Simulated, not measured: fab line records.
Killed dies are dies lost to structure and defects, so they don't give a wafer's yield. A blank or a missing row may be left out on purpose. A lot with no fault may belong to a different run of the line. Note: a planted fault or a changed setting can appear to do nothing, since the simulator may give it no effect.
fab line records -- flow ritCmos
record: lots: 14, wafers: 42, lastDay: 7
route steps=202 shown NRETRO@61
lots untouched by any fault: they come from a run of this same line in which no faults occurred
startH: start of the lot's first displayed wafer, in hours after the record's first day -- waitH: hours elapsed since this lot's preceding step -- " repeats the value in the row above -- L1.1+2: a single row standing in for several wafers -- - no value, or no start was given -- * or withheld: withheld -- < > ~ a bound
route shown NAME@n: a module of which the file shows steps, and the number in the route of the first -- usual: mean and standard deviation over wafers with no fault -- same: alike in all rows -- chamber/n: place in a boat -- sites: each site's reading -- _std_site: the values' standard deviation -- _edge_site: outer sites' mean less inner sites' -- radiusMm: how far each site lies from the wafer's centre -- mask NAME#n: copy n -- behind: the most recent tool/chamber to have shaped the wafer -- hold: what put the lot on hold/how long, in hours/how the hold closed -- device: the n, p or np transistor that did not switch -- end of line: the route-end tests of the same wafers -- step lacking rows: just its recipe -- killed: dies that structure and defects cost at the first sort, which is not the same as the wafer's yield -- map: a wafer's dies, x killed, . not, _ none there
set.NAME: the setting as run; set.NAME@STEP: as run at that earlier step -- model.NAME: the simulator's own value behind a step, which no gauge read
one table for each step of the route and one row for each wafer, over a sample of lots
services: from which hour (startH, from the record's first day; less than 0 if before it) a tool's chamber was out of use, for how many hours, and why
== steps ==
step: RIT_NRETRO_IMPLANT_08
recipe: species: P, energyKev: 70, doseCm2: 1e+13, tiltDeg: 7
usual: beamEnergyKeV: 69.996/0.022
lot.wafer,tool,chamber,startH,waitH,beamEnergyKeV
L785.1,implanter-03,0,31.70,0.2,69.990
L785.2,implanter-03,0,31.70,0.2,70.023
L785.3,implanter-03,0,31.70,0.2,69.978
L786.1,implanter-03,0,39.32,0.2,69.965
L786.4,implanter-03,0,39.32,0.2,70.013
L786.5,implanter-03,0,39.32,0.2,70.005
L787.2,implanter-03,0,41.95,0.2,69.983
L787.4,implanter-03,0,41.95,0.2,69.973
L787.6,implanter-03,0,41.95,0.2,70.002
L788.2,implanter-03,0,46.73,0.2,69.975
L788.3,implanter-03,0,46.73,0.2,69.933
L788.6,implanter-03,0,46.73,0.2,69.974
L789.2,implanter-04,0,55.40,0.2,69.990
L789.3,implanter-04,0,55.40,0.2,70.032
L789.6,implanter-04,0,55.40,0.2,69.974
L792.2,implanter-01,0,71.32,0.2,69.973
L792.3,implanter-01,0,71.32,0.2,69.971
L792.5,implanter-01,0,71.32,0.2,70.004
L794.3,implanter-04,0,76.52,0.2,69.993
L794.4,implanter-04,0,76.52,0.2,69.997
L794.5,implanter-04,0,76.52,0.2,70.016
L795.1,implanter-01,0,84.13,0.2,69.994
L795.2,implanter-01,0,84.13,0.2,69.956
L795.3,implanter-01,0,84.13,0.2,69.989
L796.2,implanter-03,0,90.13,0.2,70.026
L796.3,implanter-03,0,90.13,0.2,69.970
L796.6,implanter-03,0,90.13,0.2,70.015
L800.1,implanter-04,0,107.79,0.2,70.010
L800.3,implanter-04,0,107.79,0.2,70.026
L800.4,implanter-04,0,107.79,0.2,70.033
L801.2,implanter-03,0,110.68,0.2,94.478
L801.4,implanter-03,0,110.68,0.2,94.503
L801.5,implanter-03,0,110.68,0.2,94.472
L802.3,implanter-03,0,118.54,0.2,94.476
L802.5,implanter-03,0,118.54,0.2,94.467
L802.6,implanter-03,0,118.54,0.2,94.464
L803.1,implanter-04,0,124.28,0.2,69.981
L803.2,implanter-04,0,124.28,0.2,69.980
L803.5,implanter-04,0,124.28,0.2,69.997
L804.1,implanter-04,0,129.62,0.2,70.025
L804.2,implanter-04,0,129.62,0.2,69.988
L804.4,implanter-04,0,129.62,0.2,70.012
step: RIT_NRETRO_TW_MEAS_10
usual: NRETRO_TW: 1054/7.2
lot.wafer,tool,chamber,startH,waitH,NRETRO_TW
L785.1,filmMetro-03,-,32.02,0.1,1051
L785.2,filmMetro-03,-,32.02,0.1,1060
L785.3,filmMetro-03,-,32.02,0.1,1053
L786.1,filmMetro-03,-,39.65,0.1,1053
L786.4,filmMetro-03,-,39.65,0.1,1059
L786.5,filmMetro-03,-,39.65,0.1,1052
L787.2,filmMetro-02,-,42.26,0.1,1050
L787.4,filmMetro-02,-,42.26,0.1,1044
L787.6,filmMetro-02,-,42.26,0.1,1049
L788.2,filmMetro-03,-,47.04,0.1,1055
L788.3,filmMetro-03,-,47.04,0.1,1056
L788.6,filmMetro-03,-,47.04,0.1,1058
L789.2,filmMetro-01,-,55.71,0.1,1051
L789.3,filmMetro-01,-,55.71,0.1,1055
L789.6,filmMetro-01,-,55.71,0.1,1051
L792.2,filmMetro-01,-,71.63,0.1,1049
L792.3,filmMetro-01,-,71.63,0.1,1050
L792.5,filmMetro-01,-,71.63,0.1,1047
L794.3,filmMetro-03,-,76.81,0.1,1067
L794.4,filmMetro-03,-,76.81,0.1,1064
L794.5,filmMetro-03,-,76.81,0.1,1065
L795.1,filmMetro-01,-,84.46,0.1,1052
L795.2,filmMetro-01,-,84.46,0.1,1054
L795.3,filmMetro-01,-,84.46,0.1,1050
L796.2,filmMetro-01,-,90.44,0.1,1052
L796.3,filmMetro-01,-,90.44,0.1,1049
L796.6,filmMetro-01,-,90.44,0.1,1055
L800.1,filmMetro-03,-,108.12,0.1,1065
L800.3,filmMetro-03,-,108.12,0.1,1066
L800.4,filmMetro-03,-,108.12,0.1,1059
L801.2,filmMetro-01,-,110.99,0.1,1137
L801.4,filmMetro-01,-,110.99,0.1,1133
L801.5,filmMetro-01,-,110.99,0.1,1136
L802.3,filmMetro-01,-,118.84,0.1,1131
L802.5,filmMetro-01,-,118.84,0.1,1136
L802.6,filmMetro-01,-,118.84,0.1,1130
L803.1,filmMetro-01,-,124.61,0.1,1043
L803.2,filmMetro-01,-,124.61,0.1,1049
L803.5,filmMetro-01,-,124.61,0.1,1048
L804.1,filmMetro-03,-,129.95,0.1,1069
L804.2,filmMetro-03,-,129.95,0.1,1070
L804.4,filmMetro-03,-,129.95,0.1,1064
== services ==
tool,chamber,startH,hours,kind
implanter-04,-,30.25,0.6,repair
implanter-04,-,111.99,1.2,repair
implanter-03,-,118.92,0.6,repair
== key ==
firstSign: step: RIT_NRETRO_IMPLANT_08, reading: beamEnergyKeV, direction: up, sigmas: 99+, usual: 69.996, struck: 94.477
effect: step: RIT_NRETRO_TW_MEAS_10, reading: NRETRO_TW, direction: up, sigmas: 11, usual: 1054, struck: 1134
metAt RIT_NRETRO_IMPLANT_08
struckLots L801,L802
testerLeftOut L801,L802
onsetBetween 90.13 110.68
fault: kind: processParameterDrift, tool: implanter-03, chamber: -, onsetH: 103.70, steps: RIT_NRETRO_IMPLANT_08, channel: energyKev, offset: 24.5, shape: step, endH: 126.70, actsIn: theseRecipesOnly, stated: 70
testerLeftOut: of these lots the tester's yield and bins aren't shown, on N5 and GAA mostly nor the transistor test; their killed dies are dies lost to structure and defects alone, not to doping, threshold or leakage, so they don't give the yield
